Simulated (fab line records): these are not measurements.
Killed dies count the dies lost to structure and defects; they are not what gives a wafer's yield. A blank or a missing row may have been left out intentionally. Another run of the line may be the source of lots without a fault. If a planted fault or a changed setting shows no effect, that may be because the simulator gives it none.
One fault seen from 2 desks | flow rit-cmos | numbers are kept per desk, each desk with only its own; the story behind them comes last

THE TOOL OWNER'S DESK: rie-metal-02
The tool's own readings at RIT_M1_METAL_ETCH_12 (etches Al in Cl2/BCl3, stops on SiO2, time 165 s, target depth 600 nm): means of the sampled wafers that have a number, for each lot that ran on this tool. A lot is out of limits, marked OUT, if its mean lies more than 4 standard deviations from the usual mean; the brackets give that distance.
Columns: A = drypump-motor-current-A at RIT_M1_METAL_ETCH_12, usual 5.53 A; B = oes-product-au at RIT_M1_METAL_ETCH_12, usual 0.781 a.u.; C = run-length-s at RIT_M1_METAL_ETCH_12, usual 193.3 s; D = throttle-valve-pct at RIT_M1_METAL_ETCH_12, usual 8.23 %
lot  | first seen here | A    | B               | C               | D
L705 | day 3 15:02     | 6.05 | 0.786           | 193.2           | 8.12
L708 | day 4 08:42     | 5.25 | 0.783           | 193.3           | 8.29
L713 | day 5 08:28     | 5.25 | 0.989 (+15) OUT | 154.7 (-57) OUT | 8.27
L716 | day 6 00:19     | 5.25 | 1.003 (+16) OUT | 152.3 (-60) OUT | 8.27
L719 | day 6 11:07     | 5.78 | 1.014 (+17) OUT | 152.2 (-60) OUT | 8.15
Finding of this desk: L713, L716, L719 out of limits; the first was L713 at day 5 08:28, on oes-product-au at RIT_M1_METAL_ETCH_12. L705, L708: within limits.

METROLOGY DESK
Lot by lot, what the gauges showed, no matter which tool ran the lot: averages of those sampled wafers that carry a number. A lot is out of limits, marked OUT, if its mean lies more than 4 standard deviations from the usual mean; the brackets give that distance.
Columns: A = cd-nm at RIT_M1_CD_MEAS_09, usual 2599.2 nm; B = M1_BOW at RIT_M1_BOW_MEAS_16, usual 17 um
lot  | first seen here | A      | B
L705 | day 3 14:38     | 2598.3 | 17
L706 | day 3 21:04     | 2597.4 | 21
L708 | day 4 08:11     | 2598.8 | 15
L710 | day 4 23:52     | 2596.1 | 20
L712 | day 5 06:04     | 2599.3 | 11
L713 | day 5 08:01     | 2597.4 | 9
L716 | day 5 23:52     | 2599.9 | 20
L719 | day 6 10:43     | 2598.1 | 21
L720 | day 6 16:10     | 2598.9 | 14
L721 | day 6 19:39     | 2599.6 | 16
L722 | day 6 22:52     | 2603.1 | 15
L723 | day 7 10:01     | 2599.2 | 14
L724 | day 7 11:16     | 2598.3 | 16
L726 | day 7 18:15     | 2602.1 | 17
L727 | day 8 03:21     | 2597.6 | 19
This desk's finding: nothing out of limits on any of the 15 lots.

ALL TOGETHER
The tool owner's desk had the chance to raise an alarm at day 5 08:28 on L713, L716, L719.
From the metrology desk's view, nothing was out of limits.
The metrology desk has L713, L716, L719 on record, within its limits.
On rie-metal-02, each named lot ran RIT_M1_METAL_ETCH_12.

WHAT HAD BEEN PUT IN BY THE SIMULATOR
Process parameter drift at RIT_M1_METAL_ETCH_12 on rie-metal-02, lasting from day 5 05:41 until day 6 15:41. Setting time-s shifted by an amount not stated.
Shown lots that were struck: L713, L716, L719.
How many hours passed from the start of the fault until each desk's first out-of-limits reading: the tool owner's desk, 3.
